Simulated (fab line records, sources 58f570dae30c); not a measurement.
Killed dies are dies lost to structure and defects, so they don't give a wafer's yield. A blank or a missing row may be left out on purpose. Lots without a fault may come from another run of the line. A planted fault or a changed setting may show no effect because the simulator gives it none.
Which tool did it? | flow berkeley_cmos170 | 14 lots, 42 wafers sampled, at 4 steps of a route of 331

WHAT THE GAUGES READ, wafer by wafer
UCB170_FIELD_THK_MEAS_02. Usual: FIELD_OXIDE_THK 557 nm, standard deviation 12.
lot  | measured    | on            | FIELD_OXIDE_THK (nm) | flag
L494 | day 4 13:11 | film_metro-03 | 570 573 574          |
L495 | day 4 13:11 | film_metro-04 | 573 562 563          |
L497 | day 5 02:52 | film_metro-04 | 540 558 548          |
L496 | day 5 02:53 | film_metro-03 | 550 565 558          |
L498 | day 5 14:13 | film_metro-02 | 551 550 555          |
L500 | day 5 23:17 | film_metro-04 | 550 554 551          |
L502 | day 6 11:28 | film_metro-02 | 551 548 552          |
L503 | day 6 11:28 | film_metro-04 | 542 545 546          |
L505 | day 7 00:16 | film_metro-04 | 574 576 580          |
L509 | day 7 19:28 | film_metro-04 | 562 574 578          |
L510 | day 8 01:22 | film_metro-03 | 557 564 550          |
L513 | day 8 19:40 | film_metro-02 | 565 561 567          |
L514 | day 9 03:05 | film_metro-04 | 547 551 544          |
L515 | day 9 03:05 | film_metro-03 | 546 547 538          |

UCB170_V1_BOW_MEAS_03. Usual: V1_BOW 18 um, standard deviation 6.9.
lot  | measured     | on            | V1_BOW (um) | flag
L494 | day 7 04:22  | film_metro-02 | 24 10 12    |
L495 | day 7 04:04  | film_metro-02 | 27 19 22    |
L497 | day 7 20:20  | film_metro-03 | 20 16 26    |
L496 | day 7 20:25  | film_metro-01 | 11 19 11    |
L498 | day 8 10:45  | film_metro-03 | 12 21 23    |
L500 | day 8 18:30  | film_metro-02 | 23 20 12    |
L502 | day 9 08:32  | film_metro-02 | 16 21 5     |
L503 | day 9 08:34  | film_metro-03 | 21 23 15    |
L505 | day 9 17:42  | film_metro-01 | 21 16 14    |
L509 | day 10 09:33 | film_metro-03 | 20 24 25    |
L510 | day 10 21:52 | film_metro-03 | 12 0 28     |
L513 | day 11 14:40 | film_metro-02 | 16 18 18    |
L514 | day 12 01:06 | film_metro-02 | 12 14 22    |
L515 | day 12 01:06 | film_metro-03 | 19 11 15    |

WHICH TOOL RAN EACH LOT (tool, then ch and the chambers of the sampled wafers, then the start)
lot  | UCB170_PLDD_DEVELOP_05            | UCB170_CONTACT_RTA_08
L494 | litho_track-03 ch 0, day 6 01:00  | rtp_anneal-01 ch 0, day 6 19:31
L495 | litho_track-03 ch 0, day 6 01:00  | rtp_anneal-02 ch 0, day 6 17:43
L497 | litho_track-04 ch 0, day 6 16:00  | rtp_anneal-02 ch 0, day 7 09:41
L496 | litho_track-04 ch 0, day 6 16:00  | rtp_anneal-01 ch 0, day 7 11:58
L498 | litho_track-04 ch 0, day 7 06:00  | rtp_anneal-02 ch 0, day 7 23:37
L500 | litho_track-03 ch 0, day 7 17:00  | rtp_anneal-02 ch 0, day 8 11:16
L502 | litho_track-04 ch 0, day 8 08:00  | rtp_anneal-01 ch 0, day 9 01:17
L503 | litho_track-01 ch 0, day 8 08:00  | rtp_anneal-02 ch 0, day 9 01:42
L505 | litho_track-01 ch 0, day 8 16:00  | rtp_anneal-01 ch 0, day 9 09:54
L509 | litho_track-01 ch 0, day 9 09:00  | rtp_anneal-02 ch 0, day 10 02:02
L510 | litho_track-01 ch 0, day 9 18:00  | rtp_anneal-01 ch 0, day 10 14:02
L513 | litho_track-04 ch 0, day 10 10:00 | rtp_anneal-02 ch 0, day 11 05:49
L514 | litho_track-03 ch 0, day 10 21:00 | rtp_anneal-01 ch 0, day 11 14:52
L515 | litho_track-03 ch 0, day 10 20:00 | rtp_anneal-02 ch 0, day 11 15:10
- UCB170_PLDD_DEVELOP_05: develop time 45 s.
- UCB170_CONTACT_RTA_08: time 10 s.

WHAT THE TOOLS THEMSELVES READ (means of the sampled wafers that have a number; where no wafer has one, the mark that the record gives instead)
UCB170_PLDD_DEVELOP_05. Usual: developer_temp_C 21.00 C, standard deviation 0.1.
lot  | tool           | developer_temp_C (C) | flag
L494 | litho_track-03 | 20.92                |
L495 | litho_track-03 | 20.91                |
L497 | litho_track-04 | 20.97                |
L496 | litho_track-04 | 20.99                |
L498 | litho_track-04 | 20.88                |
L500 | litho_track-03 | 20.95                |
L502 | litho_track-04 | 21.00                |
L503 | litho_track-01 | 21.13                |
L505 | litho_track-01 | 20.91                |
L509 | litho_track-01 | 21.83                | OFF
L510 | litho_track-01 | 21.71                | OFF
L513 | litho_track-04 | 20.94                |
L514 | litho_track-03 | 20.96                |
L515 | litho_track-03 | 21.00                |

UCB170_CONTACT_RTA_08. Usual: lamp_power_pct 25.89 %, standard deviation 0.042; wafer_temp_C_max 904.0, standard deviation 0.95.
lot  | tool          | lamp_power_pct (%) | wafer_temp_C_max | flag
L494 | rtp_anneal-01 | 25.96              | 903.4            |
L495 | rtp_anneal-02 | 25.84              | 904.2            |
L497 | rtp_anneal-02 | 25.87              | 904.6            |
L496 | rtp_anneal-01 | 25.93              | 903.2            |
L498 | rtp_anneal-02 | 25.85              | 904.9            |
L500 | rtp_anneal-02 | 25.83              | 904.9            |
L502 | rtp_anneal-01 | 25.93              | 903.5            |
L503 | rtp_anneal-02 | 25.84              | 904.3            |
L505 | rtp_anneal-01 | 25.93              | 902.8            |
L509 | rtp_anneal-02 | 25.86              | 904.5            |
L510 | rtp_anneal-01 | 25.92              | 903.5            |
L513 | rtp_anneal-02 | 25.85              | 905.3            |
L514 | rtp_anneal-01 | 25.94              | 902.4            |
L515 | rtp_anneal-02 | 25.85              | 904.6            |

THE ANSWER, worked out from the rows above alone
Rule: a lot is off if the mean of its wafers that have a number lies more than 3 standard deviations from the usual mean. A lot without any number at a reading at which 4 lots or more have one is off too. The other lots that the step has rows for count as sound. The gauges are gone through in route order, then the tools' own readings, and for those a lot's mean is taken as printed above. The first step at which some lot is off is used, and at that step the reading that is off furthest; a lot without a number counts as furthest.
Off: L509, L510, at UCB170_PLDD_DEVELOP_05 (developer_temp_C).
A tool fits if, at that step or a process step before it, it ran every lot that is off, and no sound lot after the first of them. One fits: litho_track-01 at UCB170_PLDD_DEVELOP_05. Its last sound lot is L505 (day 8 16:00), its first lot that is off L509 (day 9 09:00): a fault that began between those two fits.
The tool's own readings at UCB170_PLDD_DEVELOP_05 bear it out: on the lots that are off they differ by more than 5 times the standard deviation of the sound lots' means. developer_temp_C reads 21.77 C there against 20.96 C on the sound lots.

WHAT THE SIMULATOR HAD PUT IN
Process parameter drift: litho_track-01, from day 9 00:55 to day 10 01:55, at UCB170_PLDD_DEVELOP_05. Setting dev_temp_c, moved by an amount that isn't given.
Lots struck among those shown: L509, L510. The rule above found the same.
